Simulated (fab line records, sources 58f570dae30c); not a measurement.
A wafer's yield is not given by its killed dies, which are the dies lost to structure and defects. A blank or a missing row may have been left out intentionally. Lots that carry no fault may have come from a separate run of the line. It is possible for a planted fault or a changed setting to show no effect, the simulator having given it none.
Chamber matching -- flow berkeley_cmos170 -- rie_si-01 running UCB170_GATE_ETCH_15: 4 sister chambers
The step etches poly-Si in HBr/Cl2, stops on SiO2, time 56.3 s, target depth 278.2 nm. 4 wafers are shown with their chamber, then 8 later ones without.

## WAFERS PAIRED WITH THEIR CHAMBERS
wafer,chamber,throttle_valve_pct (%)
L697.2,0,26.18
L701.3,2,26.26
L701.5,1,26.22
L704.1,3,26.92

## WAFERS WITHOUT THEIR CHAMBER
wafer,throttle_valve_pct (%)
L704.3,26.22
L704.4,26.18
L712.1,26.19
L712.5,26.18
L712.6,26.90
L715.2,26.18
L715.4,26.24
L715.6,26.23

## THE CHAMBER EACH PASSED THROUGH
wafer,from the rows above,in truth
L704.3,1,1
L704.4,0,0
L712.1,can't be placed: 0 or 1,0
L712.5,0,0
L712.6,3,3
L715.2,0,0
L715.4,can't be placed: 1 or 2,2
L715.6,can't be placed: 1 or 2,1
Placed correctly: 5 of 8. Can't be placed from these rows: 3 (the true chamber is among the candidates in 3). 0 placed wrongly.
How it was worked out, from the rows above alone: a wafer's distance from a chamber is the root of the sum, over the readings, of the square of ((its reading less the chamber's mean) divided by the reading's scatter). The wafer belongs to the nearest chamber; if the next one is less than 2 further off, it can't be placed. Each chamber's mean is taken over the wafers shown for it. The scatter (one wafer shown for each chamber): square how far every hidden wafer sits from the nearest shown wafer, average those squares and take the square root.
